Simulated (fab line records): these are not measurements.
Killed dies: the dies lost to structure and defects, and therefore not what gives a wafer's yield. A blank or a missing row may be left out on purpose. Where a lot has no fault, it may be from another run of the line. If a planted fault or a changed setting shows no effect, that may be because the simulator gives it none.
A lot that was struck, set against a sound lot ; flow berkeley cmos170 ; 43 out of 331 route steps
Sound: these wafers, L786.2, L786.3, L786.6. Struck: wafers L792.1, L792.2, L792.3. The cause is given at the end.
Each step with rows lists, per side, the tool, then ch with its chambers, then its first start. Under that, the readings that differ: sound wafers ; struck wafers ; difference of the means ; sigmas: that difference in standard deviations of wafers without a fault.
alike: words and numbers the same on both sides, and readings whose means are apart by under 2 such deviations; not compared: readings that were withheld, readings missing a value for some wafer, numbers with overlapping values and no deviation given by the record, and bounds like >300 which may hide the same value.
Wherever a step has rows on one side only, a row that says differs or no value, or a row with sigmas, the two part there. Numbers that don't overlap but have no deviation are shown without sigmas and don't part them. A reading that every wafer of one side lacks parts them only if that side has two wafers or more.

first, 1 step without rows for these wafers: UCB170_CONTACT_CLEAN_07 (cleans in SPM, time 600 s).
UCB170_CONTACT_RTA_08: time 10 s.
  sound on rtp anneal-01 ch 0, day 9 01:25; struck on rtp anneal-01 ch 0, day 10 10:10
  alike: wafer_temp_C_max
then, 6 steps without rows for these wafers: UCB170_CONTACT_COAT_09; UCB170_CONTACT_COAT_10 (resist thk 900 nm); UCB170_CONTACT_SOFTBAKE_11 (time 60 s); UCB170_CONTACT_EXPOSE_12 (exposes mask CONT, target cd 700 nm); UCB170_CONTACT_PEB_13; UCB170_CONTACT_DEVELOP_14 (develop time 45 s).
UCB170_CONTACT_CD_MEAS_15 targets a cd of 700 nm.
  sound on cd sem-01 at day 9 02:41; struck on cd sem-02 at day 10 11:16
  alike: cd nm
UCB170_CONTACT_OVL_MEAS_16:
  sound on overlay-01 at day 9 02:48; struck on overlay-01 at day 10 11:23
  alike: CONTACT_OVL
then, 2 steps without rows for these wafers: UCB170_CONTACT_ETCH_17 (etches BARC in N2/H2); UCB170_CONTACT_ETCH_18 (etches PSG in CHF3/CF4/Ar, stops on TiSi2, target depth 840 nm, time 195 s).
UCB170_CONTACT_STRIP_19: strips in O2.
  sound on plasma asher-02 ch 0,1, day 9 02:59; struck on plasma asher-02 ch 0,1, day 10 11:35
  alike: drypump motor current A, oes product au
  not compared: rf hours counter h
UCB170_CONTACT_CD_MEAS_90 targets a cd of 700 nm.
  sound on cd sem-01 at day 9 03:07; struck on cd sem-01 at day 10 11:41
  alike: cd nm
then, 1 step without rows for these wafers: UCB170_CONTACT_CLEAN_20 (cleans in SPM, time 600 s).
UCB170_M1_SPUTTER_00: material Al, target thk 600 nm, time 80 s.
  sound on pvd sputter-04 at day 9 03:23; struck on pvd sputter-02 at day 10 11:58
  alike: throttle valve pct
UCB170_M1_RS_MEAS_01: uses a four-point probe to measure.
  sound on film metro-02 at day 9 03:28; struck on film metro-02 at day 10 12:02
  alike: M1_AL_RS
UCB170_M1_THK_MEAS_02: measures by xrf.
  sound on film metro-02 at day 9 03:35; struck on film metro-02 at day 10 12:10
  alike: M1_AL_THK
then, 6 steps without rows for these wafers: UCB170_M1_COAT_03; UCB170_M1_COAT_04 (resist thk 900 nm); UCB170_M1_SOFTBAKE_05 (time 60 s); UCB170_M1_EXPOSE_06 (exposes mask METAL1, target cd 700 nm); UCB170_M1_PEB_07; UCB170_M1_DEVELOP_08 (develop time 45 s).
UCB170_M1_CD_MEAS_09 targets a cd of 700 nm.
  sound on cd sem-01 at day 9 04:50; struck on cd sem-01 at day 10 13:17
  alike: cd nm
UCB170_M1_OVL_MEAS_10:
  sound on overlay-01 at day 9 04:56; struck on overlay-02 at day 10 13:25
  alike: M1_OVL
then, 1 step without rows for these wafers: UCB170_M1_ETCH_11 (etches BARC in N2/H2).
UCB170_M1_METAL_ETCH_12: etches Al in Cl2/BCl3, stops on PSG, target depth 780 nm, time 130 s.
  sound on rie metal-04 ch 1, day 9 05:03; struck on rie metal-04 ch 0,1, day 10 13:29
  alike: drypump motor current A, oes product au, throttle valve pct
  not compared: rf hours counter h
UCB170_M1_STRIP_13: strips in O2.
  sound on plasma asher-04 ch 0, day 9 05:16; struck on plasma asher-03 ch 0,1, day 10 13:37
reading;sound;struck;difference;sigmas
drypump motor current A (A);5.21 5.23 5.24;5.71 5.83 5.80;+0.55;+2
  alike: oes product au
  not compared: rf hours counter h
UCB170_M1_CD_MEAS_90 targets a cd of 700 nm.
  sound on cd sem-01 at day 9 05:29; struck on cd sem-02 at day 10 13:43
  alike: cd nm
then, 2 steps without rows for these wafers: UCB170_M1_ANNEAL_14 (time 1223 s); UCB170_V1_CVD_00 (deposits SiO2 from TEOS/O2, target thk 2000 nm, time 250 s).
UCB170_V1_THK_MEAS_01:
  sound on film metro-03 at day 9 07:19; struck on film metro-01 at day 10 16:27
  alike: V1_TEOS_THK
UCB170_V1_CMP_02: polishes SiO2.
  sound on cmp-01 ch 1,2,3, day 9 07:25; struck on cmp-02 ch 0,1,2, day 10 16:34
  alike: motor current A
UCB170_V1_BOW_MEAS_03:
  sound on film metro-04 at day 9 07:41; struck on film metro-04 at day 10 16:49
  alike: V1_BOW
UCB170_V1_THK_MEAS_04:
  sound on film metro-04 at day 9 07:47; struck on film metro-04 at day 10 16:56
  alike: V1_POLISHED_THK
then, 6 steps without rows for these wafers: UCB170_V1_CLEAN_05 (cleans in DIW); UCB170_V1_HMDS_06 (prime time 60 s); UCB170_V1_COAT_07 (resist thk 900 nm); UCB170_V1_SOFTBAKE_08 (time 60 s); UCB170_V1_EXPOSE_09 (exposes mask VIA1, target cd 700 nm); UCB170_V1_PEB_10.
UCB170_M3_PROBE_99:
  record: rows for the struck wafers here (prober-01, day 11 05:13), none for the sound ones

WHERE THEY PART
At UCB170_M1_STRIP_13 first; at UCB170_M3_PROBE_99 last (within this record only).

WHY: whatever the simulator had introduced
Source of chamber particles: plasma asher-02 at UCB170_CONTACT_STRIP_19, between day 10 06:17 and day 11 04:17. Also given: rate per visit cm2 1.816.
